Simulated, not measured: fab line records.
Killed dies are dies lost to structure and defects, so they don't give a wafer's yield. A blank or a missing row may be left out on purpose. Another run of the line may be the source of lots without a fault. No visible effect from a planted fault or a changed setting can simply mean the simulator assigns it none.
Problem report, 8D (eight disciplines) form, completed by code | flow rit cmos | the parts of the form that need people (team, actions taken, sign-off) are left out

1. WHAT IS WRONG
Mean PWELL_RS at RIT_WELLDRIVE_RS_MEAS_02: 436.7 ohm/sq over 6 wafers in 2 lots; fault-free wafers: 429.1 ohm/sq, standard deviation 1.3. That puts it +5.8 standard deviations away from the usual mean.
The step: measures by four-point-probe.
The first sign was on wafer L183.1 at day 5 12:11, on film metro-03. At this step, 42 wafers from 14 lots have a number in the record. Rule for "out" (also "out of limits"): further than 4 standard deviations from the usual mean. The other wafers with a number count as sound.

2. WHAT IT IS, AND WHAT IT ISN'T
question                    | is                     | is not
which readings at this step | PWELL_RS               | -
which lots                  | L183, L184             | L169, L170, L171, L172, L173, L174, L175, L182, L186, L187, L188, L189
which wafers of those lots  | all that have a number | -
read on which gauges        | film metro-03          | film metro-01, film metro-04
when                        | from day 5 12:11       | up to then (24 sound wafers); but 12 sound wafers of L186, L187, L188, L189 came after

3. WHAT RULES OUT EACH SUSPECT
Counting: a tool at any process step up to the reading remains a suspect when it ran all the lots that are out and ran no sound lot after the first of those.
- ruled out: the gauge at RIT_WELLDRIVE_RS_MEAS_02. All the wafers that are out were read on film metro-03, but those of them that RIT_PWELL_IMPLANT_08 has rows for are out there too, on other tools.
- implanter-02 at RIT_PWELL_IMPLANT_08: kept. It ran every lot that is out, first L183 (day 5 03:00), and no sound lot after that; its last sound lot up to then is L175 (day 3 13:14). Out on those wafers are its own readings of beam energy keV.
Left after counting: implanter-02 at RIT_PWELL_IMPLANT_08.

4. THE CAUSE (what the simulator had put in)
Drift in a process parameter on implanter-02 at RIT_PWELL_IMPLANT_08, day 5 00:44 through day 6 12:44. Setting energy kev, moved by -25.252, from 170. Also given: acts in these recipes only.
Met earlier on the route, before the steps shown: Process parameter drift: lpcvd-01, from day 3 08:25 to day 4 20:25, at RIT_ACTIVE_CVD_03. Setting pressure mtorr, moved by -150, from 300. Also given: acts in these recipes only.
After counting, this tool was the only one left.

5. THE CHAIN OF EFFECTS, in route order
One row per reading whose mean, taken over the struck wafers that have a number, lies over 3 standard deviations from the usual. Readings are gone through only where the record gives a usual standard deviation; hours: the median, over the lots, of the time from a lot's start at the first step in this table giving one to that lot's start at this step; sigmas: the change measured in usual standard deviations.
hours | step                     | reading         | usual        | on struck wafers | change | sigmas
0     | RIT_PWELL_IMPLANT_08     | beam energy keV | 170.00       | 144.78           | -25.22 | -99 or more
7     | RIT_WELLDRIVE_RS_MEAS_02 | PWELL_RS        | 429.1 ohm/sq | 436.7            | +7.6   | +5.8
Its process steps:
- RIT_PWELL_IMPLANT_08

6. WHAT WOULD HAVE CAUGHT IT SOONER
The first out-of-limits reading at a measuring or inspecting step in this record came at day 5 12:11, 11 hours after the fault's start at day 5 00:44.
Tool's own readings at RIT_PWELL_IMPLANT_08, beam energy keV: out on all struck wafers the step has rows for; an alarm limit on them would have tripped on the first.
Each of the lots that are out, 2 in all, had begun RIT_PWELL_IMPLANT_08 on implanter-02 no later than day 5 12:11. A hold on the tool at that time would have spared none of them.
